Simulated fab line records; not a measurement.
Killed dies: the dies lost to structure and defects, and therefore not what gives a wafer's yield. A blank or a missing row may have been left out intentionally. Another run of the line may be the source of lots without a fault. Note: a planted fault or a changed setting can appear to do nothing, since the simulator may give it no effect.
Problem report in the 8D (eight disciplines) form, filled by code | flow rit-cmos | the parts of the form that need people (team, actions taken, sign-off) are left out

1. THE PROBLEM
FIELD_OXIDE_LEFT_1_THK at RIT_FOX2_THK_MEAS_90 reads a mean of 266 nm on 3 wafers of 1 lot; wafers without a fault read 322 nm with a standard deviation of 6.2. Relative to the usual mean, that is a shift of -9.1 standard deviations.
First observed at day 5 08:23: wafer L467.1, on film-metro-02. At this step, 39 wafers from 13 lots have a number in the record. By rule, "out" or "out of limits" means more than 4 standard deviations away from the usual mean. Any other wafer with a number is counted as sound.

2. WHAT IT IS; WHAT IT IS NOT
question                    | is                     | is not
which readings at this step | FIELD_OXIDE_LEFT_1_THK | -
which lots                  | L467                   | L450, L451, L452, L453, L454, L456, L457, L459, L460, L471, L472, L473
which wafers of those lots  | all that have a number | -
read on which gauges        | film-metro-02          | film-metro-01, film-metro-03
when                        | from day 5 08:23       | up to then (27 sound wafers); but 9 sound wafers of L471, L472, L473 came after

3. THE SUSPECTS, EACH WITH WHAT RULES IT OUT
Counting: a tool at any process step up to the reading remains a suspect when it ran all the lots that are out and ran no sound lot after the first of those.
- the gauge at RIT_FOX2_THK_MEAS_90: ruled out. All the wafers that are out were read on film-metro-02, but those of them that RIT_FOX2_CLEAN_02 has rows for are out there too, on other tools.
- wet-bench-04 at RIT_FOX2_CLEAN_02 (cleans in dHF, time 180 s): ruled out as a lasting fault. Following L467 (day 5 07:34), the first lot on it that is out, the sound lots L471 were run on it.
Left after counting: nothing in the record.

4. THE CAUSE (what the simulator had put in)
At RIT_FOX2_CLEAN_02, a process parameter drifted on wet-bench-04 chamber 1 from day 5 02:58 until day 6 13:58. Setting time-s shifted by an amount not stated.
Counting ruled it out, wrongly: the rule takes a fault to strike every lot that its tool runs from its start on, and this one did not.

5. SEQUENCE OF EFFECTS, ordered by route
One row per reading whose mean, taken over the struck wafers that have a number, lies over 3 standard deviations from the usual. Only readings for which the record gives a usual standard deviation are gone through. hours: the time from each lot's start at the first step in this table that gives one to its start at this step, as a median over the lots. sigmas: the change in usual standard deviations.
hours | step                 | reading                | usual  | on struck wafers | change | sigmas
0     | RIT_FOX2_CLEAN_02    | run-length-s           | 208 s  | 928              | +720   | +99 or more
1     | RIT_FOX2_THK_MEAS_90 | FIELD_OXIDE_LEFT_1_THK | 322 nm | 266              | -56    | -9.1
13    | RIT_FOX2_THK_MEAS_91 | FIELD_OXIDE_LEFT_2_THK | 254 nm | 197              | -57    | -9.1
Process steps it contains:
- RIT_FOX2_CLEAN_02: cleans in dHF, time 180 s.

6. WHAT WOULD HAVE CAUGHT IT SOONER
In this record the first reading out of limits at a measuring or inspecting step was taken at day 5 08:23, 5 hours after the fault began at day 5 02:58.
Tool's own readings at RIT_FOX2_CLEAN_02, run-length-s: out on all struck wafers the step has rows for; an alarm limit on them would have tripped on the first.
